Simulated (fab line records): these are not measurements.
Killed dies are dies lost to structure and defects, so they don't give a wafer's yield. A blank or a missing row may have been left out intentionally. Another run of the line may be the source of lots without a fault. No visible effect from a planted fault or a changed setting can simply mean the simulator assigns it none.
Which tool is to blame? | flow berkeley cmos170 | Sampling: 7 lots, 21 wafers, 2 of 331 route steps

## WHAT THE GAUGES READ, wafer by wafer
UCB170_CONTACT_CD_MEAS_90 targets a cd of 700 nm.
lot  | measured     | on        | cd nm (nm)
L963 | day 8 08:59  | cd sem-01 | 700.5 699.9 696.9
L965 | day 9 01:52  | cd sem-01 | 701.4 702.6 700.2
L969 | day 10 01:24 | cd sem-02 | 702.1 700.5 700.5
L972 | day 10 04:04 | cd sem-02 | 705.1 703.9 704.6
L978 | day 11 18:32 | cd sem-01 | 698.4 700.9 699.5
L980 | day 12 04:04 | cd sem-01 | 701.4 700.6 702.8
L982 | day 12 20:35 | cd sem-01 | 699.8 698.3 699.6

## TOOL THAT RAN EACH LOT (tool first, then ch and the chambers of the sampled wafers, then the start)
lot  | UCB170_CONTACT_ETCH_17
L963 | rie diel-04 ch 0,2,3, day 8 08:43
L965 | rie diel-04 ch 0,1,3, day 9 01:35
L969 | rie diel-04 ch 1,3, day 10 01:08
L972 | rie diel-04 ch 0,1, day 10 03:46
L978 | rie diel-01 ch 1,2, day 11 18:16
L980 | rie diel-03 ch 0,2,3, day 12 03:48
L982 | rie diel-03 ch 0,3, day 12 20:20
- UCB170_CONTACT_ETCH_17: etches BARC in N2/H2.

## THE ANSWER, worked out from the rows above alone
Rule: the lots themselves supply what counts as usual. Put in order of their means at a reading, lots are off if they are a third of the lots or fewer, leave a main group of 4 or more, and stand apart from it by a gap of 3 or more times the standard deviation of the main group's means; of several such gaps the widest counts. Not used: any main group whose means are identical at the precision the tables above print for the reading. A lot without any number at a reading at which 4 lots or more have one is off too. Where the step has rows for the other lots, those lots are counted as sound.
No lot is off at any reading shown: from this, nothing can be told.

## WHAT HAD BEEN PUT IN BY THE SIMULATOR
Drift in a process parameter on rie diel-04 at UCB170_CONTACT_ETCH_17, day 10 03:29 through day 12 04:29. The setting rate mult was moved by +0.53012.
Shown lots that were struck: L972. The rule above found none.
